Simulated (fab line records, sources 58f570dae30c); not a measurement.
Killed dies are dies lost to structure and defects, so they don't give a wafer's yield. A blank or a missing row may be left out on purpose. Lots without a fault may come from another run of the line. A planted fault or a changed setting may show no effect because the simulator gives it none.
fab line records | flow berkeley_cmos170
record lots=5 wafers=15 last_day=12
route steps=331 shown NLDD@163 SPACER@171
lots that met no fault: from a run of the same line without faults
start_h: hours from the record's first day to the start of the lot's first wafer shown | wait_h: hours since the lot's step before | " the same as in the row above | L1.1+2: a row that stands for several wafers | - no value, or no start given | * or withheld: withheld | < > ~ a bound
route shown NAME@n: a module of which the file shows steps, and the number in the route of the first | usual: mean/standard deviation of fault-free wafers | same: alike in all rows | chamber/n: place in a boat | sites: the reading at each site | _std_site: their standard deviation | _edge_site: outer sites' mean less inner sites' | radius_mm: how far each site lies from the wafer's centre | mask NAME#n: copy n | behind: the tool/chamber that last shaped the wafer | hold: why the lot was held/for how many hours/how that ended | device: the transistor (n, p or np) that didn't switch | end of line: the same wafers' tests at the end of the route | a step without rows: its recipe alone | killed: dies lost to structure and defects at the first sort, not the wafer's yield | map: a wafer's dies, x killed, . not, _ none there
set.NAME: the setting as run; set.NAME@STEP: as run at that earlier step | model.NAME: the simulator's own value behind a step, which no gauge read
lots at some steps of the route; a table a step, a row a wafer
services: from which hour (start_h, from the record's first day; less than 0 if before it) a tool's chamber was out of use, for how many hours, and why
## steps
# step UCB170_NLDD_DEVELOP_05
# recipe developer=TMAH develop_time_s=45 resist=KrF dev_temp_c=21
# usual resist_line_temp_C=22.99/0.11
# same develop_time_s=45
# columns lot.wafer tool chamber start_h wait_h resist_line_temp_C
L077.1 litho_track-03 0 - - 22.95
L077.3 " 0 " " 22.81
L077.6 " 0 " " 22.87
L084.1 litho_track-04 0 - - 23.01
L084.5 " 0 " " 23.02
L084.6 " 0 " " 23.00
L087.3 litho_track-03 0 - - 22.77
L087.5 " 0 " " 22.90
L087.6 " 0 " " 22.89
L090.1 litho_track-01 0 - - 23.14
L090.2 " 0 " " 23.05
L090.5 " 0 " " 23.04
L091.1 litho_track-01 0 - - 22.90
L091.4 " 0 " " 22.95
L091.6 " 0 " " 22.99
# step UCB170_NLDD_CD_MEAS_06
# recipe target_cd_nm=1200
# usual cd_nm=1200.3/1.4
# columns lot.wafer tool chamber start_h wait_h cd_nm
L077.1 cd_sem-02 - 182.11 - 1199.2
L077.3 " - " " 1199.7
L077.6 " - " " 1197.6
L084.1 cd_sem-01 - 203.15 - 1198.1
L084.5 " - " " 1198.6
L084.6 " - " " 1198.9
L087.3 cd_sem-02 - 225.12 - 1200.4
L087.5 " - " " 1200.4
L087.6 " - " " 1202.1
L090.1 cd_sem-01 - 237.45 - 1201.9
L090.2 " - " " 1201.9
L090.5 " - " " 1201.4
L091.1 cd_sem-02 - 237.72 - 1200.9
L091.4 " - " " 1201.8
L091.6 " - " " 1201.1
# step UCB170_NLDD_OVL_MEAS_07
# usual NLDD_OVL=-2/5.1
# columns lot.wafer tool chamber start_h wait_h NLDD_OVL[nm]
L077.1 overlay-01 - 182.23 0.1 -2
L077.3 " - " " 1
L077.6 " - " " -2
L084.1 overlay-01 - 203.27 0.1 6
L084.5 " - " " 9
L084.6 " - " " 2
L087.3 overlay-02 - 225.21 0.1 -3
L087.5 " - " " -2
L087.6 " - " " -3
L090.1 overlay-01 - 237.57 0.1 0
L090.2 " - " " -1
L090.5 " - " " -3
L091.1 overlay-02 - 237.84 0.1 -1
L091.4 " - " " -4
L091.6 " - " " -1
# step UCB170_NLDD_IMPLANT_08
# recipe species=As dose_cm2=5e+13 energy_kev=30 tilt_deg=7 rotation_deg=0
# usual beam_energy_keV=30.002/0.01
# columns lot.wafer tool chamber start_h wait_h beam_energy_keV
L077.1 implanter-03 0 182.26 0.0 29.985
L077.3 " 0 " " 29.987
L077.6 " 0 " " 30.003
L084.1 implanter-03 0 203.30 0.0 30.002
L084.5 " 0 " " 29.996
L084.6 " 0 " " 29.992
L087.3 implanter-04 0 225.29 0.1 30.011
L087.5 " 0 " " 30.006
L087.6 " 0 " " 29.996
L090.1 implanter-03 0 237.60 0.0 30.011
L090.2 " 0 " " 29.999
L090.5 " 0 " " 30.010
L091.1 implanter-01 0 237.88 0.0 29.994
L091.4 " 0 " " 29.985
L091.6 " 0 " " 29.993
# step UCB170_NLDD_IMPLANT_09
# recipe species=As dose_cm2=5e+13 energy_kev=30 tilt_deg=7 rotation_deg=180
# usual beam_energy_keV=29.998/0.0077
# columns lot.wafer tool chamber start_h wait_h beam_energy_keV
L077.1 implanter-03 0 182.41 0.1 30.006
L077.3 " 0 " " 30.000
L077.6 " 0 " " 29.985
L084.1 implanter-03 0 203.45 0.1 29.990
L084.5 " 0 " " 29.993
L084.6 " 0 " " 30.003
L087.3 implanter-04 0 225.44 0.1 30.003
L087.5 " 0 " " 30.009
L087.6 " 0 " " 30.000
L090.1 implanter-03 0 237.75 0.1 29.992
L090.2 " 0 " " 30.002
L090.5 " 0 " " 29.989
L091.1 implanter-01 0 238.03 0.1 29.987
L091.4 " 0 " " 29.995
L091.6 " 0 " " 29.991
# step UCB170_NLDD_STRIP_10
# recipe chemistry=O2 power_w=400 pressure_mtorr=3500 platen_temp_c=withheld o2_flow_sccm=400 overash_fraction=0.5
# usual drypump_motor_current_A=5.56/0.23 oes_product_au=0.734/0.0046 strip_time_to_endpoint_s=21.65/0.068
# columns lot.wafer tool chamber start_h wait_h drypump_motor_current_A oes_product_au rf_hours_counter_h strip_time_to_endpoint_s
L077.1 plasma_asher-04 0 182.56 0.1 5.78 0.733 39 21.77
L077.3 " 1 " " 5.69 0.730 - 21.68
L077.6 " 1 " " 5.71 0.733 - 21.74
L084.1 plasma_asher-04 0 203.60 0.1 5.78 0.738 41 21.65
L084.5 " 1 " " 5.71 0.745 - 21.64
L084.6 " 0 " " 5.81 0.735 - 21.64
L087.3 plasma_asher-02 1 225.57 0.1 5.65 0.725 - 21.73
L087.5 " 0 " " 5.12 0.742 - 21.66
L087.6 " 1 " " 5.66 0.734 - 21.63
L090.1 plasma_asher-02 0 237.90 0.1 5.12 0.739 14 21.50
L090.2 " 1 " " 5.63 0.736 14 21.60
L090.5 " 0 " " 5.11 0.729 - 21.55
L091.1 plasma_asher-04 0 238.18 0.1 5.81 0.731 46 21.69
L091.4 " 1 " " 5.71 0.739 - 21.69
L091.6 " 0 " " 5.77 0.731 - 21.67
# step UCB170_NLDD_TW_MEAS_11
# usual NLDD_TW=2193/9.7
# columns lot.wafer tool chamber start_h wait_h NLDD_TW
L077.1 film_metro-02 - 182.66 0.1 2179
L077.3 " - " " 2181
L077.6 " - " " 2199
L084.1 film_metro-02 - 203.70 0.1 2186
L084.5 " - " " 2199
L084.6 " - " " 2197
L087.3 film_metro-02 - 225.66 0.1 2190
L087.5 " - " " 2179
L087.6 " - " " 2169
L090.1 film_metro-04 - 238.00 0.1 2186
L090.2 " - " " 2193
L090.5 " - " " 2177
L091.1 film_metro-04 - 238.28 0.1 2188
L091.4 " - " " 2188
L091.6 " - " " 2190
# step UCB170_NLDD_CLEAN_12
# recipe chemistry=SPM temp_c=120 time_s=600
# columns lot.wafer tool chamber start_h wait_h
L077.1+3+6 wet_bench-03 0 185.04 2.4
L084.1+5+6 wet_bench-04 3 203.87 0.2
L087.3+5+6 wet_bench-04 0 227.05 1.4
L090.1+2+5 wet_bench-04 1 238.08 0.1
L091.1+4+6 wet_bench-04 0 238.34 0.1
# step UCB170_SPACER_CVD_00
# recipe material=SiO2 target_thk_nm=376 temp_c=390 precursor=TEOS/O2 time_s=47 rf_w=550 pressure_mtorr=9000
# usual heater_power_w=276/67 pressure_mtorr=9000/20
# columns lot.wafer tool chamber start_h wait_h heater_power_w pressure_mtorr
L077.1 pecvd-03 0 185.23 0.0 237 9041
L077.3 " 2 " " 391 8980
L077.6 " 1 " " 188 8972
L084.1 pecvd-03 2 204.04 0.0 342 8996
L084.5 " 0 " " 274 8974
L084.6 " 2 " " 366 9011
L087.3 pecvd-02 2 227.23 0.0 323 9020
L087.5 " 1 " " 208 9022
L087.6 " 0 " " 326 9034
L090.1 pecvd-03 0 238.26 0.0 264 9006
L090.2 " 1 " " 279 9005
L090.5 " 1 " " 186 9015
L091.1 pecvd-01 0 238.51 0.0 311 9005
L091.4 " 1 " " 246 9035
L091.6 " 0 " " 314 9005
## services
# columns tool chamber start_h hours kind
plasma_asher-04 - 185.32 4.0 repair
wet_bench-03 - 212.75 19.0 repair
pecvd-03 2 230.15 3.6 repair
## key
fault none
